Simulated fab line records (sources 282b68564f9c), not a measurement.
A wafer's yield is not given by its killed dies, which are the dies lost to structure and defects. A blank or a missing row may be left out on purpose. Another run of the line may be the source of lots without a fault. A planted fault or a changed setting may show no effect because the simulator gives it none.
Lot-split experiment    flow ritCmos    23 wafers read across 5 lots, on a route 202 steps long

THE SPLIT ITSELF
At RIT_NWELL_IMPLANT_08, the setting energyKev was moved away from the recipe's 170 on 7 of the 23 wafers read, by +2.4% to +5.4%. For the rest of the wafers, this setting stayed at what the recipe calls for.

The split's own step is where the reading is taken.

THE READING
implant.drpNm (the simulator's own value, which no gauge read), in nm, at RIT_NWELL_IMPLANT_08. The file gives no usual value for it.

wafer   tool, chamber at the split  energyKev as run  against the recipe  implant.drpNm, nm  against lot-mates on the recipe
L076.1  implanter-03, 0             178.8             +5.2%               71.48              +2.66
L076.4  implanter-03, 0             178.8             +5.2%               71.48              +2.66
L076.2  implanter-03, 0             170               recipe              68.82              -
L076.3  implanter-03, 0             170               recipe              68.82              -
L076.6  implanter-03, 0             170               recipe              68.82              -
L077.1  implanter-02, 0             170               recipe              68.82              -
L077.3  implanter-02, 0             170               recipe              68.82              -
L077.4  implanter-02, 0             170               recipe              68.82              -
L077.5  implanter-02, 0             170               recipe              68.82              -
L077.6  implanter-02, 0             170               recipe              68.82              -
L079.2  implanter-04, 0             174               +2.4%               70.04              +1.22
L079.4  implanter-04, 0             174               +2.4%               70.04              +1.22
L079.5  implanter-04, 0             174               +2.4%               70.04              +1.22
L079.3  implanter-04, 0             170               recipe              68.82              -
L079.6  implanter-04, 0             170               recipe              68.82              -
L081.2  implanter-02, 0             170               recipe              68.82              -
L081.4  implanter-02, 0             170               recipe              68.82              -
L081.6  implanter-02, 0             170               recipe              68.82              -
L081.3  implanter-02, 0             179.1             +5.4%               71.57              +2.75
L081.5  implanter-02, 0             179.1             +5.4%               71.57              +2.75
L084.1  implanter-03, 0             170               recipe              68.82              -
L084.3  implanter-03, 0             170               recipe              68.82              -
L084.5  implanter-03, 0             170               recipe              68.82              -

FIT RESULTS
A straight line over all 23 wafers: implant.drpNm changes by +0.514 nm for each +1% of energyKev; r = +1.00; the points scatter about the line by 0.0038 nm.
The same after taking each lot's own level away (the mean of its wafers on the recipe; 23 wafers): +0.514 nm for each +1%; r = +1.00; scatter 0.0038 nm.
Per that fit: largest energyKev move, reading shift of 2.8 nm.
The lots' own levels span 68.820 to 68.820 nm.
The two slopes agree, so the slope changes little with the lot-to-lot level.
Check: for one of the wafers moved furthest among these (+5.4%), held out of the fit, the line's prediction against its lot-mates is +2.75 nm. It came out at +2.75 nm against them.

THE WHOLE CHAIN: every reading that the file lists as answering this split, in the file's order
step                  what it does  reading                                                         change (the file's fit)                r (the file's)
RIT_NWELL_IMPLANT_08                implant.rpNm (the simulator's own value, which no gauge read)   +2.18 nm for each +1% of the setting   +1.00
RIT_NWELL_IMPLANT_08                implant.drpNm (the simulator's own value, which no gauge read)  +0.513 nm for each +1% of the setting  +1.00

THE FILE'S OWN FIT
implant.drpNm changes by +0.513 nm for each +1% of energyKev, r = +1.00.
